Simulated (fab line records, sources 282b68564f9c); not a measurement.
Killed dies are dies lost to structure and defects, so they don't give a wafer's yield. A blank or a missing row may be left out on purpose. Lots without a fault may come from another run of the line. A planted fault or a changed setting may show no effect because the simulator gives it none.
One fault seen from 2 desks | flow rit_cmos | each desk has only its own numbers; what lay behind them comes last

THE METROLOGY DESK
What the gauges read, lot by lot, whatever tool the lot ran on: means of the sampled wafers that have a number. A lot is out of limits, marked OUT, if its mean lies more than 4 standard deviations from the usual mean; the brackets give that distance.
Columns: A = NSD_TW at RIT_NSD_TW_MEAS_10, usual 3105; B = PSD_OVL at RIT_PSD_OVL_MEAS_06, usual 0.4 nm; C = PSD_TW at RIT_PSD_TW_MEAS_10, usual 3404
lot  | first seen here | A    | B    | C
L543 | day 3 12:39     | 3124 | -0.6 | 3392
L544 | day 3 14:13     | 3101 | 2.5  | 3403
L554 | day 5 21:35     | 3121 | 0.6  | 3429
L561 | day 7 07:24     | 3107 | -1.0 | 3410
L564 | day 7 21:35     | 3112 | 1.2  | 3388
This desk's finding: nothing out of limits on any of the 5 lots.

THE TOOL OWNER'S DESK: plasma_asher-01
The tool's own readings at RIT_PSD_STRIP_09 (strips in O2, time 180 s): means of the sampled wafers that have a number, for each lot that ran on this tool. A lot is out of limits, marked OUT, if its mean lies more than 4 standard deviations from the usual mean; the brackets give that distance.
Columns: A = drypump_motor_current_A at RIT_PSD_STRIP_09, usual 5.95 A; B = run_length_s at RIT_PSD_STRIP_09, usual 208.4 s
lot  | first seen here | A    | B
L544 | day 3 15:37     | 6.10 | 117.2 (-99 or more) OUT
L561 | day 7 08:39     | 5.93 | 207.7
This desk's finding: out of limits on L544; first on L544, day 3 15:37 (run_length_s at RIT_PSD_STRIP_09). In limits: L561.

PUT TOGETHER
The tool owner's desk could have raised an alarm at day 3 15:37, on L544.
The metrology desk saw nothing out of limits.
The metrology desk has L544 on record, within its limits.
Of the lots named, all ran RIT_PSD_STRIP_09 on plasma_asher-01.

WHAT THE SIMULATOR HAD PUT IN
Strip aborted: plasma_asher-01, from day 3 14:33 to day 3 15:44, at RIT_PSD_STRIP_09. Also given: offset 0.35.
Lots struck among those shown: L544.
Hours from the fault's start to each desk's first reading out of limits: the tool owner's desk, 1.
